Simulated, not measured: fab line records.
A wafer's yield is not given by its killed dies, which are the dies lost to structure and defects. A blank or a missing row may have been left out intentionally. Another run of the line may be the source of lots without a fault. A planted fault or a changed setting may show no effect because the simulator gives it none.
Which tool was responsible? + flow rit cmos + 6 lots, 18 wafers sampled, at 2 steps of a route of 202

## WHAT EACH GAUGE READ, for each wafer
RIT_ACTIVE_THK_MEAS_04.
| lot  | measured    | on            | ACTIVE_NITRIDE_THK (nm)             |
|------|-------------|---------------|-------------------------------------|
| L125 | day 1 18:32 | film metro-02 | 148.7 149.5 150.3                   |
| L127 | day 2 04:34 | film metro-03 | 148.5 147.6 148.6                   |
| L135 | day 3 21:00 | film metro-02 | 235.3 236.2 236.6 235.1 236.4 236.7 |
| L137 | day 4 06:32 | film metro-02 | 149.4 150.2 150.2                   |
| L142 | day 5 07:32 | film metro-02 | 151.6 150.3 151.8                   |
| L145 | day 5 22:32 | film metro-02 | 151.2 151.0 150.8                   |

## TOOL THAT RAN EACH LOT (tool first, then ch and the chambers of the sampled wafers, then the start)
| lot  | RIT_ACTIVE_CVD_03          |
|------|----------------------------|
| L125 | lpcvd-02 ch 0, day 1 17:07 |
| L127 | lpcvd-02 ch 0, day 2 03:07 |
| L135 | lpcvd-02 ch 0, day 3 19:35 |
| L137 | lpcvd-02 ch 1, day 4 05:07 |
| L142 | lpcvd-01 ch 0, day 5 06:07 |
| L145 | lpcvd-01 ch 1, day 5 21:07 |
- RIT_ACTIVE_CVD_03: deposits Si3N4 from SiH2Cl2/NH3, target thk 150 nm, time 1500 s.

## THE ANSWER, worked out from the rows above alone
Rule: the lots themselves supply what counts as usual. Put in order of their means at a reading, lots are off if they are a third of the lots or fewer, leave a main group of 4 or more, and stand apart from it by a gap of 3 or more times the standard deviation of the main group's means; of several such gaps the widest counts. Not used: any main group whose means are identical at the precision the tables above print for the reading. Also off: a lot with no number at a reading for which 4 or more lots have one. Any other lot the step has rows for is counted as sound.
Off: L135, at RIT_ACTIVE_THK_MEAS_04 (ACTIVE_NITRIDE_THK). Mean 150.0 nm and standard deviation 1.1 in the main group.
A tool fits if, at a process step before that reading, it ran every lot that is off, and no sound lot after the first of them. Gauges at RIT_ACTIVE_THK_MEAS_04: tried the same way as those tools. None of those tried fits.

## WHAT THE SIMULATOR HAD PUT IN
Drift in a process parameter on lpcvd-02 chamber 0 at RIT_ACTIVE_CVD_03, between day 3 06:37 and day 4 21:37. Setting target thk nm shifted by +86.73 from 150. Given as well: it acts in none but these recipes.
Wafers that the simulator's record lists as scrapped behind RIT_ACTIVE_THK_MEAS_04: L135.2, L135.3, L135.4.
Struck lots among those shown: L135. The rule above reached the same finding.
